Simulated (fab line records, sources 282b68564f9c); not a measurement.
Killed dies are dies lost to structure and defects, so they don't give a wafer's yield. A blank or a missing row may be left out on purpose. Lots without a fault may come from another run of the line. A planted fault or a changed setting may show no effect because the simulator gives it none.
A struck lot beside a sound one | flow rit_cmos | 19 steps out of a route of 202
Sound: wafers L621.3, L621.5, L621.6. Struck: wafers L635.1, L635.5, L635.6. The cause comes at the end.
At each step with rows: each side's tool, then ch and its chambers, then its first start. Under that, the readings that differ: sound wafers | struck wafers | difference of the means | sigmas: that difference in standard deviations of wafers without a fault.
alike: readings whose means differ by less than 2 such deviations, and words and numbers that are the same on both sides. not compared: withheld readings, readings that some wafer has no value for, bounds like >300 that may hide the same value, and numbers for which the record gives no deviation and whose values overlap.
The two part at a step that has a row with sigmas, a row that says differs or no value, or rows on one side only. Numbers that don't overlap but have no deviation are shown without sigmas and don't part them. A reading that every wafer of one side lacks parts them only if that side has two wafers or more.

first, 3 steps without rows for these wafers: RIT_GATE_CLEAN_02 (cleans in dHF, time 30 s); RIT_GATE_CLEAN_03 (cleans in SC2, time 600 s); RIT_GATE_CLEAN_04 (cleans in dHF, time 60 s).
RIT_FOX2_THK_MEAS_91:
  sound on film_metro-03, day 2 10:47; struck on film_metro-02, day 5 10:22
  alike: FIELD_OXIDE_LEFT_2_THK
then, 2 steps without rows for these wafers: RIT_GATE_OXIDATION_05 (target thk 3 nm, ox time 270 s); RIT_GATE_ANNEAL_06 (time 600 s).
RIT_GATE_THK_MEAS_07:
  sound on film_metro-02, day 2 13:19; struck on film_metro-03, day 5 13:41
  reading             | sound          | struck         | difference | sigmas
  GATE_OXIDE_THK (nm) | 2.92 2.82 2.89 | 3.03 3.07 3.03 | +0.17      | +3
then, 1 step without rows for these wafers: RIT_GATE_CVD_08 (deposits poly-Si from SiH4, target thk 250 nm, time 2220 s).
RIT_GATE_THK_MEAS_09:
  sound on film_metro-01, day 2 15:00; struck on film_metro-02, day 5 15:22
  alike: GATE_POLY_THK
then, 3 steps without rows for these wafers: RIT_GATE_HMDS_10 (prime time 60 s); RIT_GATE_COAT_11 (resist thk 850 nm); RIT_GATE_SOFTBAKE_12 (time 60 s).
RIT_GATE_EXPOSE_13: exposes mask M6, target cd 150 nm.
  sound on iline_stepper-01 ch 0, day 2 15:39; struck on iline_stepper-02 ch 0, day 5 16:00
  alike: mask
then, 2 steps without rows for these wafers: RIT_GATE_PEB_14; RIT_GATE_DEVELOP_15 (develop time 50 s).
RIT_GATE_CD_MEAS_16: target cd 150 nm.
  sound on cd_sem-01, day 2 16:08; struck on cd_sem-02, day 5 16:24
  reading    | sound             | struck | difference                    | sigmas
  cd_nm (nm) | 145.8 147.2 147.7 | - - -  | no value on the struck wafers |
RIT_GATE_OVL_MEAS_17:
  sound on overlay-01, day 2 16:14; struck on overlay-01, day 5 16:31
  not compared: GATE_OVL
then, 1 step without rows for these wafers: RIT_GATE_HARDBAKE_18 (time 60 s).
RIT_M1_PROBE_99:
  the record has rows for the struck wafers here (prober-02, day 6 14:41) and none for the sound ones

WHERE THEY PART
First at RIT_GATE_THK_MEAS_07; last, within this record, at RIT_M1_PROBE_99.

WHY: what the simulator had put in
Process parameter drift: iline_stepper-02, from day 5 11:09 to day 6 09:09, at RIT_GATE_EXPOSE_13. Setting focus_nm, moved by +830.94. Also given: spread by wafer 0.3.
